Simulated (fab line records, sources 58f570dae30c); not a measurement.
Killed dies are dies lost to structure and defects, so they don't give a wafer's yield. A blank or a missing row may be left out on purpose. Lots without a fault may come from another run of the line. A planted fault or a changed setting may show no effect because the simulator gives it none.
One fault seen from 2 desks | flow berkeley_cmos170 | each desk has only its own numbers; what lay behind them comes last

THE TOOL OWNER'S DESK: litho_track-01
The tool's own readings at UCB170_ACTIVE_PEB_11: means of the sampled wafers that have a number, for each lot that ran on this tool. A lot is out of limits, marked OUT, if its mean lies more than 4 standard deviations from the usual mean; the brackets give that distance.
Columns: A = heater_power_total_W at UCB170_ACTIVE_PEB_11, usual 56.80 W
lot  | first seen here | A
L288 | day 6 14:26     | 58.54 (+36) OUT
L286 | day 6 23:58     | 58.41 (+33) OUT
This desk's finding: out of limits on L286, L288; first on L288, day 6 14:26 (heater_power_total_W at UCB170_ACTIVE_PEB_11). In limits: none.

THE METROLOGY DESK
What the gauges read, lot by lot, whatever tool the lot ran on: means of the sampled wafers that have a number. A lot is out of limits, marked OUT, if its mean lies more than 4 standard deviations from the usual mean; the brackets give that distance.
Columns: A = NWELL_NITRIDE_THK at UCB170_NWELL_THK_MEAS_05, usual 223.7 nm; B = cd_nm at UCB170_ACTIVE_CD_MEAS_13, usual 1200.0 nm; C = PLDD_OVL at UCB170_PLDD_OVL_MEAS_07, usual 1 nm; D = cd_nm at UCB170_CONTACT_CD_MEAS_90, usual 700.1 nm
lot  | first seen here | A     | B      | C  | D
L286 | day 4 07:25     | 226.2 | 1205.1 | -3 | 698.4
L287 | day 4 12:40     | 223.0 | 1202.4 | -7 | 699.9
L288 | day 4 12:40     | 222.3 | 1204.2 | 2  | 700.8
L290 | day 4 21:10     | 225.1 | 1200.6 | 9  | 699.7
L291 | day 5 15:03     | 226.4 | 1199.8 | 6  | 700.0
L292 | day 5 20:28     | 220.8 | 1198.1 | -1 | 699.4
L293 | day 5 20:28     | 220.9 | 1200.8 | 1  | 701.7
L294 | day 6 02:39     | 223.7 | 1199.6 | 2  | 702.1
L297 | day 6 10:28     | 223.5 | 1200.0 | 1  | 698.3
L298 | day 6 19:08     | 223.3 | 1199.5 | -8 | 700.1
L299 | day 6 23:32     | 231.1 | 1198.8 | 7  | 700.7
L300 | day 7 05:01     | 230.0 | 1201.5 | -2 | 700.4
This desk's finding: nothing out of limits on any of the 12 lots.

PUT TOGETHER
The tool owner's desk could have raised an alarm at day 6 14:26, on L286, L288.
The metrology desk saw nothing out of limits.
The metrology desk has L286, L288 on record, within its limits.
Of the lots named, all ran UCB170_ACTIVE_PEB_11 on litho_track-01.

WHAT THE SIMULATOR HAD PUT IN
Process parameter drift: litho_track-01, from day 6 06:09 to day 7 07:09, at UCB170_ACTIVE_PEB_11. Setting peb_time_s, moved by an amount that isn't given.
Lots struck among those shown: L286, L288.
Hours from the fault's start to each desk's first reading out of limits: the tool owner's desk, 8.
